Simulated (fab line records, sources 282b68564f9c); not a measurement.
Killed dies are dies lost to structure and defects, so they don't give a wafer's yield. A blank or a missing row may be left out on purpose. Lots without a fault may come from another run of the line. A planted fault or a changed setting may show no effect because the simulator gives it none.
Problem report in the 8D (eight disciplines) form, filled by code | flow rit_cmos | the parts of the form that need people (team, actions taken, sign-off) are left out

1. THE PROBLEM
GATE_POLY_THK at RIT_GATE_THK_MEAS_09 reads a mean of 92.2 nm on 3 wafers of 1 lot; wafers without a fault read 251.2 nm with a standard deviation of 2.1. That is -76 standard deviations from the usual mean.
First seen on wafer L864.4, day 4 18:36, on film_metro-01. The record holds 39 wafers of 13 lots with a number at this step. Rule for "out", or "out of limits": more than 4 standard deviations from the usual mean. The other wafers with a number count as sound.

2. WHAT IT IS AND WHAT IT IS NOT
question                    | is                     | is not
which readings at this step | GATE_POLY_THK          | -
which lots                  | L864                   | L854, L855, L856, L857, L859, L860, L861, L865, L866, L873, L874, L876
which wafers of those lots  | all that have a number | -
read on which gauges        | film_metro-01          | film_metro-02
when                        | from day 4 18:36       | up to then (21 sound wafers); but 15 sound wafers of L865, L866, L873, L874, L876 came after

3. SUSPECTS, AND WHAT RULES EACH OUT
Counting: a tool at a process step up to the reading stays a suspect if it ran every lot that is out and no sound lot after the first of them.
- the gauge at RIT_GATE_THK_MEAS_09: ruled out. All the wafers that are out were read on film_metro-01, but those of them that RIT_GATE_ETCH_19 has rows for are out there too, on other tools.
- lpcvd-01 at RIT_GATE_CVD_08 (deposits poly-Si from SiH4, target thk 250 nm, time 2220 s): kept. It ran the lot that is out, L864 (day 4 16:57), and no sound lot after that; its last sound lot up to then is L861 (day 4 04:20).
Left after counting: lpcvd-01 at RIT_GATE_CVD_08.

4. THE CAUSE (what the simulator had put in)
Process parameter drift: lpcvd-01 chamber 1, from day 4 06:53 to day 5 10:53, at RIT_GATE_CVD_08. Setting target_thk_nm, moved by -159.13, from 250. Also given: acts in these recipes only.
Counting left only this tool.

5. THE CHAIN OF EFFECTS, in route order
Each row: a reading whose mean over the struck wafers that have a number lies more than 3 standard deviations from the usual. Only readings for which the record gives a usual standard deviation are gone through. hours: the time from each lot's start at the first step in this table that gives one to its start at this step, as a median over the lots. sigmas: the change in usual standard deviations.
hours | step                 | reading        | usual      | on struck wafers | change | sigmas
0     | RIT_GATE_THK_MEAS_09 | GATE_POLY_THK  | 251.2 nm   | 92.2             | -159.0 | -76
1     | RIT_GATE_ETCH_19     | oes_product_au | 0.850 a.u. | 0.467            | -0.383 | -29
The process steps in it:
- RIT_GATE_ETCH_19: etches poly-Si in SF6/CHF3/O2, stops on SiO2, time 165 s, target depth 312.5 nm.

6. WHAT WOULD HAVE CAUGHT IT SOONER
In this record the first reading out of limits at a measuring or inspecting step was taken at day 4 18:36, 12 hours after the fault began at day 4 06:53.
Of the tool readings at RIT_GATE_CVD_08 for which the record gives a usual standard deviation, none was out on any struck wafer, so an alarm limit of 4 standard deviations on them would not have fired.
All the lots that are out (1) had begun RIT_GATE_CVD_08 on lpcvd-01 by day 4 18:36. A hold on the tool at that time would have spared none of them.
